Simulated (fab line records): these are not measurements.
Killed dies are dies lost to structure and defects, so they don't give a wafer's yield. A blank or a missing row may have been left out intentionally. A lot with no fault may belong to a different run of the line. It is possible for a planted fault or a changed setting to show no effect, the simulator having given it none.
fab line records | flow berkeley-cmos170
record: lots: 7 wafers: 21 last-day: 11
route steps=331 shown FIELD@93 SACOX@97 SCREENOX@100 NVT@104 PVT@115 GATE@125
lots untouched by any fault: they come from a run of this same line in which no faults occurred
start-h: the number of hours between the record's first day and the start of the first shown wafer of the lot | wait-h: hours from the lot's prior step to this one | " unchanged from the row above | L1.1+2: several wafers, shown together as one row | - no value, or no start was given | * or withheld: withheld | < > ~ a bound
route shown NAME@n: names a module that has steps shown in the file, with the first one's number in the route | usual: mean/standard deviation of fault-free wafers | same: alike in all rows | chamber/n: place in a boat | sites: the reading at each site | _std_site: the standard deviation of these | _edge_site: the outer-site mean with the inner-site mean subtracted | radius-mm: how far each site lies from the wafer's centre | mask NAME#n: copy n | behind: the last tool/chamber to shape the wafer | hold: why the lot was held/for how many hours/how that ended | device: the transistor (n, p or np) that didn't switch | end of line: the tests these same wafers got at the end of their route | for a step that has no rows: nothing shown but its recipe | killed: count of dies lost to structure and defects at first sort (not the wafer's yield) | map: shows each die of a wafer: x if killed, . if not, _ if none is there
set.NAME: the setting as run; set.NAME@STEP: as run at that earlier step | model.NAME: the simulator's own value behind a step, which no gauge read
lots at selected steps of the route; one table per step, one row per wafer
services: from which hour (start-h, from the record's first day; less than 0 if before it) a tool's chamber was out of use, for how many hours, and why
== steps ==
step: UCB170_FIELD_WET_ETCH_04
recipe: chemistry: dHF dilution: 10:1 target: SiO2 temp-c: 25 time-s: 60
step: UCB170_FIELD_WET_ETCH_05
recipe: chemistry: H3PO4 target: Si3N4 temp-c: 160 time-s: 12600
step: UCB170_FIELD_WET_ETCH_06
recipe: chemistry: BOE dilution: 5:1 target: SiO2 temp-c: 25 time-s: 22
step: UCB170_FIELD_THK_MEAS_90
recipe: reads: SiO2_of_FIELD_OXIDATION_01
usual: FIELD_OXIDE_LEFT_1_THK: 438/11
columns lot.wafer tool chamber start-h wait-h FIELD_OXIDE_LEFT_1_THK[nm]
L460.1 film-metro-01 - 82.40 0.0 437
L460.3 " - " " 432
L460.4 " - " " 441
L464.3 film-metro-04 - 109.30 0.0 443
L464.4 " - " " 447
L464.5 " - " " 441
L465.1 film-metro-03 - 117.11 0.0 415
L465.3 " - " " 423
L465.4 " - " " 418
L467.2 film-metro-01 - 128.38 0.0 438
L467.3 " - " " 446
L467.4 " - " " 445
L469.3 film-metro-01 - 132.51 0.0 440
L469.5 " - " " 431
L469.6 " - " " 428
L475.2 film-metro-04 - 162.80 0.0 439
L475.5 " - " " 433
L475.6 " - " " 445
L481.2 film-metro-01 - 207.10 0.0 425
L481.3 " - " " 419
L481.6 " - " " 422
step: UCB170_SACOX_CLEAN_00
recipe: chemistry: dHF dilution: 25:1 time-s: 7.5
step: UCB170_SACOX_OXIDATION_01
recipe: temp-c: 900 ambient: O2 target-thk-a: 144 ox-time-s: 2400
step: UCB170_SACOX_THK_MEAS_02
recipe: reads: SiO2_of_SACOX_OXIDATION_01
usual: SACOX_OXIDE_THK: 14.31/0.24
columns lot.wafer tool chamber start-h wait-h SACOX_OXIDE_THK[nm]
L460.1 film-metro-02 - 84.14 0.0 14.34
L460.3 " - " " 14.63
L460.4 " - " " 14.67
L464.3 film-metro-04 - 112.52 0.0 14.40
L464.4 " - " " 14.30
L464.5 " - " " 14.17
L465.1 film-metro-02 - 123.51 0.0 13.85
L465.3 " - " " 14.07
L465.4 " - " " 13.93
L467.2 film-metro-02 - 136.22 0.0 14.48
L467.3 " - " " 14.34
L467.4 " - " " 14.42
L469.3 film-metro-01 - 136.23 0.0 14.36
L469.5 " - " " 14.49
L469.6 " - " " 14.30
L475.2 film-metro-01 - 165.15 0.0 14.15
L475.5 " - " " 14.27
L475.6 " - " " 14.27
L481.2 film-metro-02 - 209.75 0.0 14.37
L481.3 " - " " 14.39
L481.6 " - " " 14.60
step: UCB170_SCREENOX_WET_ETCH_00
recipe: chemistry: dHF dilution: 25:1 target: SiO2 temp-c: 25 time-s: 200
step: UCB170_SCREENOX_OXIDATION_01
recipe: temp-c: 900 ambient: O2 target-thk-a: 144 ox-time-s: 2400
step: UCB170_SCREENOX_THK_MEAS_02
recipe: reads: SiO2_of_SCREENOX_OXIDATION_01
usual: SCREENOX_OXIDE_THK: 14.32/0.24
columns lot.wafer tool chamber start-h wait-h SCREENOX_OXIDE_THK[nm]
L460.1 film-metro-01 - 87.47 0.0 14.53
L460.3 " - " " 14.63
L460.4 " - " " 14.77
L464.3 film-metro-03 - 116.61 0.1 14.34
L464.4 " - " " 14.35
L464.5 " - " " 14.22
L465.1 film-metro-02 - 133.84 0.0 14.39
L465.3 " - " " 14.08
L465.4 " - " " 14.33
L467.2 film-metro-02 - 140.27 0.0 14.14
L467.3 " - " " 14.34
L467.4 " - " " 14.27
L469.3 film-metro-01 - 140.28 0.0 14.18
L469.5 " - " " 14.29
L469.6 " - " " 14.08
L475.2 film-metro-02 - 171.47 0.0 14.06
L475.5 " - " " 14.21
L475.6 " - " " 14.25
L481.2 film-metro-02 - 211.59 0.0 14.01
L481.3 " - " " 14.24
L481.6 " - " " 14.24
step: UCB170_SCREENOX_ANNEAL_03
recipe: temp-c: 900 time-s: 900 ambient: N2
step: UCB170_NVT_HMDS_00
recipe: prime-time-s: 60 prime-temp-c: 100
step: UCB170_NVT_COAT_01
recipe: resist: KrF spin-rpm: 1500 resist-thk-nm: 900
usual: chill-plate-temp-C: 23.03/0.11 dispense-pressure-kPa: 49/5.3
columns lot.wafer tool chamber start-h wait-h chill-plate-temp-C dispense-pressure-kPa
L460.1 litho-track-03 0 90.91 0.1 23.04 53
L460.3 " 0 " " 23.17 53
L460.4 " 0 " " 23.02 53
L464.3 litho-track-03 0 121.65 0.1 23.20 53
L464.4 " 0 " " 23.17 53
L464.5 " 0 " " 23.00 53
L465.1 litho-track-01 - 139.94 0.1 - -
L465.3 " - " " - -
L465.4 " - " " - -
L469.3 litho-track-03 - 143.71 0.1 - -
L469.5 " - " " - -
L469.6 " - " " - -
L467.2 litho-track-01 - 143.84 0.1 - -
L467.3 " - " " - -
L467.4 " - " " - -
L475.2 litho-track-04 0 176.51 0.1 23.00 55
L475.5 " 0 " " 22.95 55
L475.6 " 0 " " 22.93 55
L481.2 litho-track-04 0 213.59 0.1 23.04 55
L481.3 " 0 " " 22.83 55
L481.6 " 0 " " 23.12 55
step: UCB170_NVT_SOFTBAKE_02
recipe: resist: KrF temp-c: 130 time-s: 60
step: UCB170_NVT_EXPOSE_03
recipe: mask-id: PWELL target-cd-nm: 3000 na: 0.5 sigma-outer: 0.6 source-shape: conventional dose-mj: 30
step: UCB170_NVT_PEB_04
recipe: peb-temp-c: 130 peb-time-s: withheld resist: KrF
step: UCB170_NVT_DEVELOP_05
recipe: developer: TMAH develop-time-s: 45 resist: KrF dev-temp-c: 21
step: UCB170_NVT_OVL_MEAS_06
usual: NVT_OVL: -1/4.9
columns lot.wafer tool chamber start-h wait-h NVT_OVL[nm]
L460.1 overlay-01 - 92.13 - 11
L460.3 " - " " 8
L460.4 " - " " 7
L464.3 overlay-01 - 122.44 - 1
L464.4 " - " " 8
L464.5 " - " " -1
L465.1 overlay-02 - 140.77 - -
L465.3 " - " " -
L465.4 " - " " -
L469.3 overlay-02 - 145.42 - -
L469.5 " - " " -
L469.6 " - " " -
L467.2 overlay-01 - 145.56 - -
L467.3 " - " " -
L467.4 " - " " -
L475.2 overlay-02 - 186.13 - -7
L475.5 " - " " -2
L475.6 " - " " -5
L481.2 overlay-02 - 214.39 - 1
L481.3 " - " " 6
L481.6 " - " " 5
step: UCB170_NVT_IMPLANT_07
recipe: species: BF2 dose-cm2: 3e+12 energy-kev: 50 tilt-deg: 7
step: UCB170_NVT_STRIP_08
recipe: chemistry: O2 power-w: 400 pressure-mtorr: 3500 platen-temp-c: withheld o2-flow-sccm: 400 overash-fraction: 0.5
usual: drypump-motor-current-A: 5.9/0.49 oes-product-au: 0.734/0.0045 strip-time-to-endpoint-s: 21.65/0.059
columns lot.wafer tool chamber start-h wait-h drypump-motor-current-A oes-product-au rf-hours-counter-h strip-time-to-endpoint-s
L460.1 plasma-asher-02 0 92.31 0.1 5.8 0.736 41 21.55
L460.3 " 1 " " 6.3 0.730 - 21.64
L460.4 " 0 " " 5.8 0.731 - 21.60
L464.3 plasma-asher-02 0 122.65 0.1 5.8 0.737 - 21.59
L464.4 " 1 " " 6.3 0.727 - 21.60
L464.5 " 0 " " 5.8 0.738 - 21.59
L465.1 plasma-asher-03 0 140.96 0.1 5.2 - 46 -
L465.3 " 0 " " 5.2 - - -
L465.4 " 1 " " 5.0 - - -
L469.3 plasma-asher-02 1 145.64 0.1 6.3 - - -
L469.5 " 0 " " 5.8 - - -
L469.6 " 1 " " 6.3 - - -
L467.2 plasma-asher-03 0 145.74 0.1 5.2 - 47 -
L467.3 " 0 " " 5.2 - - -
L467.4 " 1 " " 5.0 - - -
L475.2 plasma-asher-02 1 186.31 0.1 6.3 0.738 49 21.66
L475.5 " 0 " " 5.8 0.741 - 21.70
L475.6 " 1 " " 6.3 0.738 - 21.70
L481.2 plasma-asher-02 0 214.57 0.1 5.8 0.738 53 21.62
L481.3 " 0 " " 5.8 0.736 - 21.65
L481.6 " 0 " " 5.8 0.735 - 21.63
step: UCB170_NVT_TW_MEAS_09
usual: NVT_TW: 529/3.8
columns lot.wafer tool chamber start-h wait-h NVT_TW
L460.1 film-metro-03 - 92.41 0.1 531
L460.3 " - " " 532
L460.4 " - " " 531
L464.3 film-metro-03 - 122.74 0.1 528
L464.4 " - " " 531
L464.5 " - " " 529
L465.1 film-metro-03 - 141.06 0.1 530
L465.3 " - " " 534
L465.4 " - " " 527
L469.3 film-metro-02 - 145.73 0.1 529
L469.5 " - " " 529
L469.6 " - " " 531
L467.2 film-metro-04 - 145.85 0.1 524
L467.3 " - " " 522
L467.4 " - " " 523
L475.2 film-metro-03 - 186.42 0.1 527
L475.5 " - " " 526
L475.6 " - " " 526
L481.2 film-metro-02 - 214.68 0.1 531
L481.3 " - " " 536
L481.6 " - " " 534
step: UCB170_NVT_CLEAN_10
recipe: chemistry: SPM temp-c: 120 time-s: 600
step: UCB170_PVT_HMDS_00
recipe: prime-time-s: 60 prime-temp-c: 100
step: UCB170_PVT_COAT_01
recipe: resist: KrF spin-rpm: 1500 resist-thk-nm: 900
step: UCB170_PVT_SOFTBAKE_02
recipe: resist: KrF temp-c: 130 time-s: 60
step: UCB170_PVT_EXPOSE_03
recipe: mask-id: NWELL target-cd-nm: 3000 na: 0.5 sigma-outer: 0.6 source-shape: conventional dose-mj: 30
step: UCB170_PVT_PEB_04
recipe: peb-temp-c: 130 peb-time-s: withheld resist: KrF
step: UCB170_PVT_DEVELOP_05
recipe: developer: TMAH develop-time-s: 45 resist: KrF dev-temp-c: 21
step: UCB170_PVT_OVL_MEAS_06
usual: PVT_OVL: -2/5.8
columns lot.wafer tool chamber start-h wait-h PVT_OVL[nm]
L460.1 overlay-01 - 93.69 - -8
L460.3 " - " " 2
L460.4 " - " " -2
L464.3 overlay-02 - 124.40 - -13
L464.4 " - " " -21
L464.5 " - " " -13
L465.1 overlay-02 - 145.27 - 8
L465.3 " - " " 8
L465.4 " - " " 4
L469.3 overlay-01 - 148.44 - -4
L469.5 " - " " -9
L469.6 " - " " -1
L467.2 overlay-01 - 148.71 - -6
L467.3 " - " " -5
L467.4 " - " " -7
L475.2 overlay-02 - 188.61 - 4
L475.5 " - " " 3
L475.6 " - " " 7
L481.2 overlay-01 - 217.76 - -8
L481.3 " - " " -2
L481.6 " - " " -3
step: UCB170_PVT_IMPLANT_07
recipe: species: P dose-cm2: 2e+12 energy-kev: 30 tilt-deg: 7
step: UCB170_PVT_STRIP_08
recipe: chemistry: O2 power-w: 400 pressure-mtorr: 3500 platen-temp-c: withheld o2-flow-sccm: 400 overash-fraction: 0.5
usual: drypump-motor-current-A: 5.7/0.42 oes-product-au: 0.735/0.0046 strip-time-to-endpoint-s: 21.65/0.061
columns lot.wafer tool chamber start-h wait-h drypump-motor-current-A oes-product-au rf-hours-counter-h strip-time-to-endpoint-s
L460.1 plasma-asher-03 0 93.87 0.1 5.2 0.735 41 21.69
L460.3 " 1 " " 5.0 0.731 - 21.70
L460.4 " 0 " " 5.2 0.743 - 21.64
L464.3 plasma-asher-04 0 124.61 0.1 5.5 0.730 - 21.71
L464.4 " 1 " " 5.6 0.731 - 21.64
L464.5 " 0 " " 5.5 0.741 - 21.68
L465.1 plasma-asher-03 1 145.46 0.1 5.0 0.740 47 21.52
L465.3 " 0 " " 5.2 0.734 - 21.58
L465.4 " 1 " " 5.0 0.732 - 21.59
L469.3 plasma-asher-04 1 148.65 0.1 5.6 0.742 - 21.70
L469.5 " 0 " " 5.5 0.729 - 21.64
L469.6 " 1 " " 5.6 0.732 - 21.70
L467.2 plasma-asher-02 1 148.89 0.1 6.3 0.742 46 21.85
L467.3 " 0 " " 5.8 0.740 - 21.74
L467.4 " 1 " " 6.3 0.735 - 21.84
L475.2 plasma-asher-03 1 188.79 0.1 5.0 0.733 51 21.67
L475.5 " 1 " " 5.0 0.733 - 21.65
L475.6 " 0 " " 5.2 0.741 - 21.67
L481.2 plasma-asher-02 0 217.94 0.1 5.8 0.731 53 21.54
L481.3 " 0 " " 5.8 0.733 - 21.55
L481.6 " 0 " " 5.8 0.733 - 21.63
step: UCB170_PVT_TW_MEAS_09
usual: PVT_TW: 508/3.7
columns lot.wafer tool chamber start-h wait-h PVT_TW
L460.1 film-metro-01 - 93.97 0.1 505
L460.3 " - " " 505
L460.4 " - " " 509
L464.3 film-metro-03 - 124.70 0.1 509
L464.4 " - " " 515
L464.5 " - " " 513
L465.1 film-metro-01 - 145.56 0.1 639
L465.3 " - " " 640
L465.4 " - " " 640
L469.3 film-metro-01 - 148.73 0.1 637
L469.5 " - " " 640
L469.6 " - " " 640
L467.2 film-metro-03 - 149.00 0.1 650
L467.3 " - " " 647
L467.4 " - " " 652
L475.2 film-metro-03 - 188.90 0.1 511
L475.5 " - " " 513
L475.6 " - " " 512
L481.2 film-metro-01 - 218.05 0.1 503
L481.3 " - " " 502
L481.6 " - " " 504
step: UCB170_GATE_WET_ETCH_00
recipe: chemistry: dHF dilution: 25:1 target: SiO2 temp-c: 25 time-s: 200
== services ==
columns tool chamber start-h hours kind
plasma-asher-02 - 67.80 2.8 pm
plasma-asher-04 - 108.75 9.0 pm
plasma-asher-04 0 108.75 9.0 vent-cycle
plasma-asher-04 1 108.75 9.0 vent-cycle
plasma-asher-04 0 117.75 - clean
plasma-asher-04 1 117.75 - clean
plasma-asher-02 - 137.11 2.8 repair
plasma-asher-02 - 147.98 0.8 repair
plasma-asher-03 - 169.09 0.6 repair
plasma-asher-03 - 202.63 0.3 repair
plasma-asher-03 - 210.60 9.9 pm
== key ==
first-sign: step: UCB170_NVT_COAT_01 reading: tool-record direction: missing
effect: step: UCB170_NVT_OVL_MEAS_06 reading: NVT_OVL direction: missing
effect: step: UCB170_PVT_TW_MEAS_09 reading: PVT_TW direction: up sigmas: 37 usual: 508 struck: 643
met-at UCB170_NVT_COAT_01
struck-wafers L465.1,L465.3,L465.4,L467.2,L467.3,L467.4,L469.3,L469.5,L469.6
sort-left-out L465.1,L465.3,L465.4,L467.2,L467.3,L467.4,L469.3,L469.5,L469.6
tester-left-out L465,L467,L469
onset-between 121.65 139.94
fault: kind: skipped-step-whole tool: litho-track-01,litho-track-03 chamber: - onset-h: 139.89 steps: UCB170_NVT_COAT_01 scope: struck-lots-only
tester-left-out: of these lots the tester's yield and bins aren't shown, on N5 and GAA mostly nor the transistor test; their killed dies are dies lost to structure and defects alone, not to doping, threshold or leakage, so they don't give the yield
sort-left-out: the simulated sort isn't trusted on such a fault, so these wafers' sort isn't shown, and their yield isn't known
